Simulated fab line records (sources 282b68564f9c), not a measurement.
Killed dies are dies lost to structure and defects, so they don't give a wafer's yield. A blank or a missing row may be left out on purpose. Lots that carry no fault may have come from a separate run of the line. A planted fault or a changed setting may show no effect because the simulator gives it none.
Tool commonality check    flow rit_cmos    42 wafers sampled across 14 lots

## REASON FOR OPENING
Of 14 lots, 2 have the reading FOX2_OXIDE_THK flagged at RIT_FOX2_THK_MEAS_01. Wafers without a fault read 359 nm, standard deviation 8.3.
Rule: a lot is flagged in two cases, either no wafer of it has a number, or all its wafers with numbers fall more than 4 standard deviations from that mean. As for the other lots, they are considered sound.

lot   measured     on             FOX2_OXIDE_THK (nm), wafer by wafer  flag
L737  day 1 19:11  film_metro-01  364 359 363                          
L738  day 2 00:08  film_metro-03  363 365 359                          
L739  day 2 05:30  film_metro-04  355 350 354                          
L740  day 2 10:38  film_metro-01  350 356 348                          
L741  day 2 16:25  film_metro-01  356 361 358                          
L742  day 2 20:40  film_metro-01  368 377 367                          
L744  day 3 06:21  film_metro-01  345 340 345                          
L747  day 3 20:22  film_metro-04  357 357 355                          
L753  day 5 02:22  film_metro-04  291 294 291                          FLAGGED
L755  day 5 12:54  film_metro-01  295 282 292                          FLAGGED
L757  day 5 22:27  film_metro-04  369 368 367                          
L758  day 6 04:08  film_metro-04  364 368 366                          
L759  day 6 08:19  film_metro-04  365 368 366                          
L760  day 6 13:35  film_metro-04  352 347 350                          
The mean of the flagged lots' numbers is 291 nm, -68 nm from the usual (-8 standard deviations).

## WHICH TOOL EACH LOT WENT THROUGH
The record keeps 1 process step preceding the reading, out of 202 steps on the route. Read each cell as the tool, then ch plus the chambers that the sampled wafers visited, then the start.
lot   flag     RIT_FOX2_OXIDATION_00
L737           furnace-01 ch 0, day 1 17:51
L738           furnace-02 ch 0, day 1 22:50
L739           furnace-01 ch 0, day 2 04:11
L740           furnace-01 ch 0, day 2 09:19
L741           furnace-01 ch 0, day 2 15:06
L742           furnace-02 ch 0, day 2 19:21
L744           furnace-01 ch 0, day 3 05:01
L747           furnace-04 ch 0, day 3 19:03
L753  FLAGGED  furnace-04 ch 0, day 5 01:02
L755  FLAGGED  furnace-04 ch 0, day 5 11:34
L757           furnace-02 ch 0, day 5 21:08
L758           furnace-02 ch 0, day 6 02:50
L759           furnace-02 ch 0, day 6 07:00
L760           furnace-02 ch 0, day 6 12:17
What the steps here do:
- RIT_FOX2_OXIDATION_00: target thk 350.7 nm, ox time 1181 s.
- RIT_FOX2_THK_MEAS_01

## FLAGGED OVER TOTAL, TOOL BY TOOL (the gauges that took the reading come last)
step                   tool           lots run  flagged  share of the flagged lots  sound lots run after its first flagged lot
RIT_FOX2_OXIDATION_00  furnace-01     5         0        none                       -
RIT_FOX2_OXIDATION_00  furnace-02     6         0        none                       -
RIT_FOX2_OXIDATION_00  furnace-04     3         2        all                        0
RIT_FOX2_THK_MEAS_01   film_metro-01  6         1        some                       0
RIT_FOX2_THK_MEAS_01   film_metro-03  1         0        none                       -
RIT_FOX2_THK_MEAS_01   film_metro-04  7         1        some                       4 (L757,L758,L759,L760)

## WHAT IS ALLOWED BY THE TABLE
All flagged lots share 1 row of the table, namely furnace-04 at RIT_FOX2_OXIDATION_00.
- furnace-04 at RIT_FOX2_OXIDATION_00: 2 of its 3 lots flagged. Last sound lot L747 at day 3 19:03, first flagged lot L753 at day 5 01:02; a fault beginning in between fits. Its own readings (spike_tc_centre_C, spike_tc_load_C, spike_tc_source_C, tube_center_temp_C, tube_center_temp_C_max) fall more than 4 standard deviations out on all wafers of the flagged lots.
Just one tool remains: furnace-04 at RIT_FOX2_OXIDATION_00.

## WHAT WAS PUT IN BY THE SIMULATOR
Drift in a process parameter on furnace-04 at RIT_FOX2_OXIDATION_00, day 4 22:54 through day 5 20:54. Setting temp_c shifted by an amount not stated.
Shown lots that were struck: L753, L755. The rule above found the same.
